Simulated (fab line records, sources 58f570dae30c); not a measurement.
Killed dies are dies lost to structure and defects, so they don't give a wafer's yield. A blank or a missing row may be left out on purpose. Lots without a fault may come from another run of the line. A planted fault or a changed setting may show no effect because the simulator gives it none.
Which tool did it? | flow berkeley_cmos170 | 14 lots, 42 wafers sampled, at 4 steps of a route of 331

WHAT THE GAUGES READ, wafer by wafer
UCB170_V1_OVL_MEAS_13.
lot  | measured     | on         | V1_OVL (nm)
L988 | day 8 19:20  | overlay-01 | 4 6 4
L990 | day 9 07:14  | overlay-02 | 8 1 14
L992 | day 9 10:00  | overlay-02 | 6 0 6
L991 | day 9 09:09  | overlay-02 | 0 3 -2
L994 | day 9 22:34  | overlay-02 | 7 3 5
L993 | day 9 22:18  | overlay-02 | 2 4 8
L999 | day 11 02:22 | overlay-02 | 12 10 12
L102 | day 11 20:04 | overlay-02 | 6 -1 8
L105 | day 12 04:34 | overlay-01 | 3 7 7
L107 | day 12 04:50 | overlay-01 | -6 -9 -2
L106 | day 12 06:40 | overlay-01 | 6 3 7
L108 | day 12 22:35 | overlay-01 | 6 3 2

WHICH TOOL RAN EACH LOT (tool, then ch and the chambers of the sampled wafers, then the start)
lot  | UCB170_PLDD_STRIP_10                 | UCB170_M1_SPUTTER_00         | UCB170_M1_METAL_ETCH_12
L988 | plasma_asher-04 ch 0,1, day 7 16:38  | pvd_sputter-04, day 8 12:40  | rie_metal-03 ch 0,1, day 8 14:20
L990 | plasma_asher-03 ch 1, day 8 05:02    | pvd_sputter-02, day 9 00:52  | rie_metal-01 ch 0,1, day 9 02:25
L992 | plasma_asher-03 ch 0,1, day 8 05:31  | pvd_sputter-02, day 9 04:11  | rie_metal-01 ch 0,1, day 9 06:05
L991 | plasma_asher-02 ch 0,1, day 8 05:37  | pvd_sputter-04, day 9 03:20  | rie_metal-04 ch 0,1, day 9 04:45
L994 | plasma_asher-02 ch 0,1, day 8 20:12  | pvd_sputter-04, day 9 15:01  | rie_metal-04 ch 0,1, day 9 17:12
L993 | plasma_asher-04 ch 0,1, day 8 20:55  | pvd_sputter-02, day 9 14:25  | rie_metal-03 ch 0,1, day 9 16:39
L999 | plasma_asher-03 ch 0,1, day 9 23:21  | pvd_sputter-02, day 10 20:47 | rie_metal-03 ch 0,1, day 10 22:07
L998 | plasma_asher-02 ch 0,1, day 9 23:39  | pvd_sputter-03, day 10 19:16 | rie_metal-04 ch 0,1, day 10 21:04
L101 | plasma_asher-04 ch 0,1, day 10 13:38 | pvd_sputter-04, day 11 10:43 | rie_metal-04 ch 0,1, day 11 13:13
L102 | plasma_asher-03 ch 0,1, day 10 14:07 | pvd_sputter-02, day 11 12:29 | rie_metal-03 ch 0,1, day 11 14:23
L105 | plasma_asher-02 ch 0,1, day 11 02:44 | pvd_sputter-02, day 11 22:16 | rie_metal-01 ch 0,1, day 11 23:43
L107 | plasma_asher-02 ch 1, day 11 03:52   | pvd_sputter-04, day 11 23:40 | rie_metal-03 ch 0,1, day 12 00:56
L106 | plasma_asher-03 ch 0,1, day 11 03:53 | pvd_sputter-02, day 11 23:56 | rie_metal-01 ch 0,1, day 12 01:20
L108 | plasma_asher-04 ch 0,1, day 11 17:37 | pvd_sputter-02, day 12 15:23 | rie_metal-03 ch 0,1, day 12 17:02
- UCB170_PLDD_STRIP_10: strips in O2.
- UCB170_M1_SPUTTER_00: material Al, target thk 600 nm, time 80 s.
- UCB170_M1_METAL_ETCH_12: etches Al in Cl2/BCl3, stops on PSG, target depth 780 nm, time 130 s.

WHAT THE TOOLS THEMSELVES READ (means of the sampled wafers that have a number; where no wafer has one, the mark that the record gives instead)
UCB170_PLDD_STRIP_10.
lot  | tool            | drypump_motor_current_A (A) | oes_product_au (a.u.) | strip_time_to_endpoint_s (s)
L988 | plasma_asher-04 | 5.7                         | 0.733                 | 21.59
L990 | plasma_asher-03 | 6.7                         | 0.734                 | 21.59
L992 | plasma_asher-03 | 6.2                         | 0.736                 | 21.73
L991 | plasma_asher-02 | 6.2                         | 0.737                 | 21.69
L994 | plasma_asher-02 | 6.2                         | 0.738                 | 21.60
L993 | plasma_asher-04 | 5.8                         | 0.733                 | 21.61
L999 | plasma_asher-03 | 6.2                         | 0.736                 | 21.66
L998 | plasma_asher-02 | 6.2                         | 0.734                 | 21.61
L101 | plasma_asher-04 | 5.8                         | 0.737                 | 21.65
L102 | plasma_asher-03 | 6.5                         | 0.734                 | 21.56
L105 | plasma_asher-02 | 6.2                         | 0.735                 | 21.64
L107 | plasma_asher-02 | 6.3                         | 0.732                 | 21.64
L106 | plasma_asher-03 | 6.2                         | 0.732                 | 21.69
L108 | plasma_asher-04 | 5.7                         | 0.734                 | 21.63

UCB170_M1_SPUTTER_00.
lot  | tool           | throttle_valve_pct (%)
L988 | pvd_sputter-04 | 31.5
L990 | pvd_sputter-02 | 29.9
L992 | pvd_sputter-02 | 30.2
L991 | pvd_sputter-04 | 30.0
L994 | pvd_sputter-04 | 31.7
L993 | pvd_sputter-02 | 29.4
L999 | pvd_sputter-02 | 30.6
L998 | pvd_sputter-03 | 30.1
L101 | pvd_sputter-04 | 30.8
L102 | pvd_sputter-02 | 29.7
L105 | pvd_sputter-02 | 30.2
L107 | pvd_sputter-04 | 29.8
L106 | pvd_sputter-02 | 29.9
L108 | pvd_sputter-02 | 29.9

UCB170_M1_METAL_ETCH_12.
lot  | tool         | drypump_motor_current_A (A) | oes_product_au (a.u.) | run_length_s (s) | throttle_valve_pct (%)
L988 | rie_metal-03 | 5.9                         | 0.848                 | 157.7            | 24.66
L990 | rie_metal-01 | 5.5                         | 0.838                 | 158.6            | 24.17
L992 | rie_metal-01 | 5.3                         | 0.846                 | 158.4            | 24.15
L991 | rie_metal-04 | 5.9                         | 0.868                 | 159.0            | 24.22
L994 | rie_metal-04 | 5.9                         | 0.852                 | 159.2            | 24.21
L993 | rie_metal-03 | 5.9                         | 0.857                 | 158.1            | 24.66
L999 | rie_metal-03 | 5.9                         | 0.864                 | 157.7            | 24.66
L998 | rie_metal-04 | 5.9                         | 0.997                 | 116.3            | 24.21
L101 | rie_metal-04 | 5.9                         | 1.000                 | 116.6            | 24.20
L102 | rie_metal-03 | 5.9                         | 0.860                 | 157.7            | 24.67
L105 | rie_metal-01 | 5.3                         | 0.842                 | 158.6            | 24.17
L107 | rie_metal-03 | 5.9                         | 0.862                 | 157.6            | 24.67
L106 | rie_metal-01 | 5.6                         | 0.836                 | 158.5            | 24.16
L108 | rie_metal-03 | 5.9                         | 0.859                 | 157.5            | 24.67

THE ANSWER, worked out from the rows above alone
Rule: what is usual is taken from the lots themselves. Put in order of their means at a reading, lots are off if they are a third of the lots or fewer, leave a main group of 4 or more, and stand apart from it by a gap of 3 or more times the standard deviation of the main group's means; of several such gaps the widest counts. A main group whose means are all the same, to the digits that the tables above print for the reading, isn't used. A lot without any number at a reading at which 4 lots or more have one is off too. The other lots that the step has rows for count as sound. The gauges are gone through in route order, then the tools' own readings, and for those a lot's mean is taken as printed above. The first step at which some lot is off is used, and at that step the reading that is off furthest; a lot without a number counts as furthest.
Off: L998, L101, at UCB170_M1_METAL_ETCH_12 (run_length_s). The main group: mean 158.2 s, standard deviation 0.56.
A tool fits if, at that step or a process step before it, it ran every lot that is off, and no sound lot after the first of them. One fits: rie_metal-04 at UCB170_M1_METAL_ETCH_12. Its last sound lot is L994 (day 9 17:12), its first lot that is off L998 (day 10 21:04): a fault that began between those two fits.
The tool's own readings at UCB170_M1_METAL_ETCH_12 bear it out: on the lots that are off they differ by more than 5 times the standard deviation of the sound lots' means. oes_product_au reads 0.998 a.u. there against 0.853 a.u. on the sound lots; run_length_s reads 116.4 s there against 158.2 s on the sound lots.

WHAT THE SIMULATOR HAD PUT IN
Process parameter drift: rie_metal-04, from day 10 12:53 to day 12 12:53, at UCB170_M1_METAL_ETCH_12. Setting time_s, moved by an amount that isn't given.
Lots struck among those shown: L998, L101. The rule above found the same.
